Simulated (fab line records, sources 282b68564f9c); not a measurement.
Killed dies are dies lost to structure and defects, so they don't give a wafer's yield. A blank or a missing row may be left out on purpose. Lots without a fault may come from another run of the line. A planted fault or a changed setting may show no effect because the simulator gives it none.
Problem report in the 8D (eight disciplines) form, filled by code | flow rit_cmos | the parts of the form that need people (team, actions taken, sign-off) are left out

1. THE PROBLEM
heater_power_total_W at RIT_PRETRO_HARDBAKE_07 reads a mean of 56.99 W on 9 wafers of 3 lots; wafers without a fault read 52.03 W with a standard deviation of 0.065. That is +76 standard deviations from the usual mean.
The step: time 120 s.
First seen on wafer L141.2, day 4 13:43, on litho_track-01. The record holds 42 wafers of 14 lots with a number at this step. Rule for "out", or "out of limits": more than 4 standard deviations from the usual mean. The other wafers with a number count as sound.

2. WHAT IT IS AND WHAT IT IS NOT
question                    | is                                 | is not
which readings at this step | heater_power_total_W, plate_temp_C | -
which lots                  | L141, L142, L144                   | L130, L131, L132, L133, L134, L135, L145, L146, L147, L148, L152
which wafers of those lots  | all that have a number             | -
read on which tools         | litho_track-01                     | litho_track-02, litho_track-04
when                        | from day 4 13:43                   | up to then (18 sound wafers); but 15 sound wafers of L145, L146, L147, L148, L152 came after

3. SUSPECTS, AND WHAT RULES EACH OUT
Counting: a tool at a process step up to the reading stays a suspect if it ran every lot that is out and no sound lot after the first of them.
- litho_track-01 at RIT_PRETRO_HARDBAKE_07 (time 120 s): kept. It ran every lot that is out, first L141 (day 4 13:43), and no sound lot after that; its last sound lot up to then is L135 (day 3 08:11). Its own readings are out on those wafers: heater_power_total_W, plate_temp_C.
Left after counting: litho_track-01 at RIT_PRETRO_HARDBAKE_07.

4. THE CAUSE (what the simulator had put in)
Process parameter drift: litho_track-01, from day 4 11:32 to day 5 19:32, at RIT_PRETRO_HARDBAKE_07. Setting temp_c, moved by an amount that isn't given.
Counting left only this tool.

5. THE CHAIN OF EFFECTS, in route order
Each row: a reading whose mean over the struck wafers that have a number lies more than 3 standard deviations from the usual. Only readings for which the record gives a usual standard deviation are gone through. hours: the time from each lot's start at the first step in this table that gives one to its start at this step, as a median over the lots. sigmas: the change in usual standard deviations.
hours | step                   | reading              | usual    | on struck wafers | change | sigmas
0     | RIT_PRETRO_HARDBAKE_07 | heater_power_total_W | 52.03 W  | 56.99            | +4.96  | +76
0     | RIT_PRETRO_HARDBAKE_07 | plate_temp_C         | 140.02 C | 150.34           | +10.32 | +74
The process steps in it:
- RIT_PRETRO_HARDBAKE_07: time 120 s.

6. WHAT WOULD HAVE CAUGHT IT SOONER
In this record the first reading out of limits was taken at day 4 13:43, 2 hours after the fault began at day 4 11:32.
